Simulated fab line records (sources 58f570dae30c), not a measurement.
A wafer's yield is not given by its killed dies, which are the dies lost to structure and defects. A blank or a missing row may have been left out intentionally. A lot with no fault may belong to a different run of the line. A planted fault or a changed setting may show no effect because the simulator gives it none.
Commonality check across tools | flow berkeley-cmos170 | Lots sampled 15, wafers sampled 45

## REASON FOR OPENING
UCB170_M1_RS_MEAS_01, reading M1_AL_RS: flagged on 3 of 15 lots. No-fault wafers: 0.0485 ohm/sq, standard deviation 0.00048.
Rule: a lot gets a flag if all its wafers with a number sit over 4 standard deviations from that mean, or if no wafer of it has a number. All remaining lots are regarded as sound.

lot  | measured     | on            | M1_AL_RS (ohm/sq), wafer by wafer | flag
L779 | day 9 01:59  | film-metro-04 | 0.0484 0.0482 0.0483              |
L778 | day 9 02:00  | film-metro-03 | 0.0483 0.0489 0.0488              |
L783 | day 9 03:52  | film-metro-04 | 0.0493 0.0489 0.0493              |
L777 | day 9 04:08  | film-metro-03 | 0.0481 0.0483 0.0488              |
L782 | day 9 05:24  | film-metro-04 | 0.0481 0.0483 0.0481              |
L780 | day 9 09:11  | film-metro-03 | 0.0487 0.0482 0.0486              |
L785 | day 9 21:40  | film-metro-04 | 0.0570 0.0575 0.0576              | FLAGGED
L788 | day 10 03:08 | film-metro-01 | 0.0566 0.0571 0.0571              | FLAGGED
L789 | day 10 13:11 | film-metro-01 | 0.0483 0.0483 0.0481              |
L786 | day 10 13:20 | film-metro-01 | 0.0566 0.0569 0.0574              | FLAGGED
L797 | day 11 20:41 | film-metro-03 | 0.0482 0.0485 0.0484              |
L795 | day 11 21:29 | film-metro-03 | 0.0482 0.0484 0.0488              |
L793 | day 11 21:34 | film-metro-01 | 0.0480 0.0486 0.0485              |
L799 | day 12 21:38 | film-metro-04 | 0.0482 0.0485 0.0485              |
L800 | day 12 21:51 | film-metro-01 | 0.0490 0.0495 0.0493              |
Average over the flagged lots: 0.0571 ohm/sq; offset from the usual +0.0086 ohm/sq, equal to +18 standard deviations.

## WHICH TOOL EACH LOT WENT THROUGH
The record keeps 1 process step preceding the reading, out of 331 steps on the route. Every cell lists first the tool, next ch and the chambers used by the sampled wafers, and last the start.
lot  | flag    | UCB170_M1_SPUTTER_00
L779 |         | pvd-sputter-03, day 9 01:55
L778 |         | pvd-sputter-04, day 9 01:55
L783 |         | pvd-sputter-01, day 9 03:49
L777 |         | pvd-sputter-04, day 9 04:03
L782 |         | pvd-sputter-01, day 9 05:18
L780 |         | pvd-sputter-04, day 9 09:07
L785 | FLAGGED | pvd-sputter-01, day 9 21:37
L788 | FLAGGED | pvd-sputter-01, day 10 03:04
L789 |         | pvd-sputter-03, day 10 13:05
L786 | FLAGGED | pvd-sputter-01, day 10 13:15
L797 |         | pvd-sputter-03, day 11 20:35
L795 |         | pvd-sputter-04, day 11 21:25
L793 |         | pvd-sputter-03, day 11 21:29
L799 |         | pvd-sputter-03, day 12 21:32
L800 |         | pvd-sputter-04, day 12 21:46
These steps, and what they do:
- UCB170_M1_SPUTTER_00: material Al, target thk 600 nm, time 80 s.
- UCB170_M1_RS_MEAS_01: measures by four-point-probe.

## FLAGGED AGAINST TOTAL, ONE TOOL AT A TIME (gauges that did the reading follow at the end)
step                 | tool           | lots run | flagged | share of the flagged lots | sound lots run after its first flagged lot
UCB170_M1_SPUTTER_00 | pvd-sputter-01 | 5        | 3       | all                       | 0
UCB170_M1_SPUTTER_00 | pvd-sputter-03 | 5        | 0       | none                      | -
UCB170_M1_SPUTTER_00 | pvd-sputter-04 | 5        | 0       | none                      | -
UCB170_M1_RS_MEAS_01 | film-metro-01  | 5        | 2       | some                      | 3 (L789,L793,L800)
UCB170_M1_RS_MEAS_01 | film-metro-03  | 5        | 0       | none                      | -
UCB170_M1_RS_MEAS_01 | film-metro-04  | 5        | 1       | some                      | 1 (L799)

## WHAT THE TABLE PERMITS
In the table, 1 row covers all flagged lots: pvd-sputter-01 at UCB170_M1_SPUTTER_00.
- pvd-sputter-01 at UCB170_M1_SPUTTER_00: 3 of its 5 lots flagged. Last sound lot L782 at day 9 05:18, first flagged lot L785 at day 9 21:37; a fault beginning in between fits. Its own readings lie more than 4 standard deviations out on every wafer of the flagged lots: cathode-dc-power-W.
One tool is left: pvd-sputter-01 at UCB170_M1_SPUTTER_00.

## WHAT THE SIMULATOR PUT IN
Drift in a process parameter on pvd-sputter-01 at UCB170_M1_SPUTTER_00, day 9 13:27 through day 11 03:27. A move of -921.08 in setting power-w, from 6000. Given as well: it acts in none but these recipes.
Lots struck among those shown: L785, L788, L786. Same finding as the rule above.
